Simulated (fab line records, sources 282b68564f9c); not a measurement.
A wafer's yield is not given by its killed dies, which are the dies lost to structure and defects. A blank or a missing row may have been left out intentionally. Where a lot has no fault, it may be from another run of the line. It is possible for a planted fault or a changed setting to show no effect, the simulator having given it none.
Comparing a struck lot with a sound one | flow ritCmos | 44 steps out of a route of 202
Sound: wafers L576.2, L576.3, L576.6. Struck: wafers L588.4, L588.5, L588.6. The cause is given at the end.
For every step that has rows: the tool of each side, followed by ch and its chambers, followed by its first start. Under that, the readings that differ: sound wafers | struck wafers | difference of the means | sigmas: that difference in standard deviations of wafers without a fault.
alike: readings whose means differ by less than 2 such deviations, and words and numbers that are the same on both sides. not compared: withheld readings, readings that some wafer has no value for, bounds like >300 that may hide the same value, and numbers for which the record gives no deviation and whose values overlap.
Wherever a step has rows on one side only, a row that says differs or no value, or a row with sigmas, the two part there. Numbers that don't overlap but have no deviation are shown without sigmas and don't part them. Lack of a reading on every wafer of one side parts them only where that side has two or more wafers.

first, 2 steps without rows for these wafers: RIT_NLDD_HARDBAKE_07 (time 60 s); RIT_NLDD_IMPLANT_08.
RIT_NLDD_STRIP_09: strips in O2, time 180 s.
  sound on plasmaAsher-03 ch 0,1, day 3 19:39; struck on plasmaAsher-04 ch 0,1, day 6 10:09
  alike: drypumpMotorCurrentA, rfReflPowerW
  not compared: rfHoursCounterH
RIT_NLDD_TW_MEAS_10:
  sound on filmMetro-02 at day 3 19:50; struck on filmMetro-04 at day 6 10:18
  alike: NLDD_TW
then, 6 steps without rows for these wafers: RIT_PLDD_HMDS_00 (prime time 60 s); RIT_PLDD_COAT_01 (resist thk 1000 nm); RIT_PLDD_SOFTBAKE_02 (time 60 s); RIT_PLDD_EXPOSE_03 (exposes mask M8, target cd 40900 nm); RIT_PLDD_PEB_04; RIT_PLDD_DEVELOP_05 (develop time 50 s).
RIT_PLDD_OVL_MEAS_06:
  sound on overlay-02 at day 3 20:44; struck on overlay-02 at day 6 11:19
  alike: PLDD_OVL
then, 1 step without rows for these wafers: RIT_PLDD_HARDBAKE_07 (time 60 s).
RIT_PLDD_IMPLANT_08:
  sound on implanter-04 ch 0, day 3 20:57; struck on implanter-04 ch 0, day 6 11:34
reading                       | sound                         | struck                           | difference  | sigmas
doseIonsCm2                   | 9.001e+14 8.988e+14 9.001e+14 | 1.4403e+15 1.4413e+15 1.4402e+15 | +5.4093e+14 | +99 or more
endStationPressureTorr (Torr) | 7e-06 7.2e-06 7.6e-06         | 8.1e-06 8.7e-06 8.4e-06          | +1.1e-06    | +3
faradayCurrentUA              | 2872 2962 2769                | 4612 4555 4432                   | +1665       | +31
RIT_PLDD_STRIP_09: strips in O2, time 180 s.
  sound on plasmaAsher-02 ch 1, day 3 21:04; struck on plasmaAsher-01 ch 0,1, day 6 11:42
  alike: drypumpMotorCurrentA, rfReflPowerW
  not compared: rfHoursCounterH
RIT_PLDD_TW_MEAS_10:
  sound on filmMetro-04 at day 3 21:16; struck on filmMetro-03 at day 6 11:51
reading | sound          | struck         | difference | sigmas
PLDD_TW | 2329 2343 2334 | 2673 2682 2667 | +339       | +17
then, 4 steps without rows for these wafers: RIT_SPACER_CLEAN_00 (cleans in SC1, time 600 s); RIT_SPACER_CLEAN_01 (cleans in dHF, time 30 s); RIT_SPACER_CLEAN_02 (cleans in SC2, time 600 s); RIT_SPACER_CVD_03 (deposits Si3N4 from SiH2Cl2/NH3, target thk 250 nm, time 3300 s).
RIT_SPACER_THK_MEAS_04:
  sound on filmMetro-02 at day 3 23:36; struck on filmMetro-01 at day 6 14:14
  alike: SPACER_NITRIDE_THK
RIT_SPACER_ETCHBACK_05: etches Si3N4 in SF6/CHF3, stops on SiO2, target depth 250 nm, time 240 s.
  sound on rieDiel-02 ch 0,1, day 3 23:39; struck on rieDiel-04 ch 1,2, day 6 14:16
  alike: drypumpMotorCurrentA, oesProductAu, throttleValvePct
  not compared: rfHoursCounterH
then, 6 steps without rows for these wafers: RIT_NSD_HMDS_00 (prime time 60 s); RIT_NSD_COAT_01 (resist thk 1000 nm); RIT_NSD_SOFTBAKE_02 (time 60 s); RIT_NSD_EXPOSE_03 (exposes mask M9, target cd 40700 nm); RIT_NSD_PEB_04; RIT_NSD_DEVELOP_05 (develop time 50 s).
RIT_NSD_OVL_MEAS_06:
  sound on overlay-02 at day 4 00:40; struck on overlay-02 at day 6 15:25
  alike: NSD_OVL
then, 2 steps without rows for these wafers: RIT_NSD_HARDBAKE_07 (time 60 s); RIT_NSD_IMPLANT_08.
RIT_NSD_STRIP_09: strips in O2, time 180 s.
  sound on plasmaAsher-02 ch 0,1, day 4 01:01; struck on plasmaAsher-04 ch 0,1, day 6 15:47
  alike: drypumpMotorCurrentA, rfReflPowerW
  not compared: rfHoursCounterH
RIT_NSD_TW_MEAS_10:
  sound on filmMetro-02 at day 4 01:12; struck on filmMetro-04 at day 6 15:56
  alike: NSD_TW
then, 6 steps without rows for these wafers: RIT_PSD_HMDS_00 (prime time 60 s); RIT_PSD_COAT_01 (resist thk 1000 nm); RIT_PSD_SOFTBAKE_02 (time 60 s); RIT_PSD_EXPOSE_03 (exposes mask M10, target cd 40900 nm); RIT_PSD_PEB_04; RIT_PSD_DEVELOP_05 (develop time 50 s).
RIT_PSD_OVL_MEAS_06:
  sound on overlay-01 at day 4 02:14; struck on overlay-01 at day 6 17:01
  alike: PSD_OVL
then, 2 steps without rows for these wafers: RIT_PSD_HARDBAKE_07 (time 60 s); RIT_PSD_IMPLANT_08.
RIT_PSD_STRIP_09: strips in O2, time 180 s.
  sound on plasmaAsher-04 ch 1, day 4 02:34; struck on plasmaAsher-03 ch 0,1, day 6 17:23
  alike: drypumpMotorCurrentA, rfReflPowerW
  not compared: rfHoursCounterH
RIT_SDANNEAL_RS_MEAS_06: a four-point-probe measurement.
  sound on filmMetro-03 at day 4 03:31; struck on filmMetro-04 at day 6 18:18
reading          | sound             | struck            | difference | sigmas
PLDD_RS (ohm/sq) | 179.5 179.2 178.4 | 157.3 157.5 157.3 | -21.7      | -45
RIT_M1_PROBE_99:
  sound on prober-02 at day 4 10:42; struck on prober-02 at day 7 02:49
reading                          | sound             | struck            | difference | sigmas
model.etest.pmosTurned.rOnOhmUm  | 3542 3491 3524    | 3281 3174 3204    | -299       | 
model.etest.pmos_0p3.rOnOhmUm    | 6346 6313 6314    | 6253 6149 6076    | -165       | 
model.etest.pmos_0p15.rOnOhmUm   | 2838 2785 2809    | 2679 2600 2621    | -177       | 
model.etest.pldd.rsOhmSq         | 534.1 547.8 552.6 | 356.1 343.8 350.8 | -194.6     | 
model.etest.pldd.lineOhmUm       | 169.6 172.1 176.1 | 110.5 109.2 112.3 | -61.9      | 
model.etest.pmosTurned.driveUaUm | 184.3 183.8 180.7 | 201.5 210.3 209.9 | +24.3      | 
model.etest.pmos_0p15.driveUaUm  | 248.8 252.8 251   | 259.3 270.8 269.4 | +15.6      | 
model.etest.pmos_0p3.driveUaUm   | 100.1 100.7 100.7 | 101.3 103.2 104.8 | +2.6       | 
  alike: killedAtContacts, killedAtFrontEnd, killedDies, killedOpen, killedShort

## WHERE THEY PART
Earliest at RIT_PLDD_IMPLANT_08; latest, in this record, at RIT_SDANNEAL_RS_MEAS_06. Later steps at which nothing parts them and some readings are alike: RIT_M1_PROBE_99.

WHY: what the simulator had put in
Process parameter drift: implanter-04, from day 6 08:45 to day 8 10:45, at RIT_PLDD_IMPLANT_08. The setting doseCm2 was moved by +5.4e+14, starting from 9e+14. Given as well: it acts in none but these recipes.
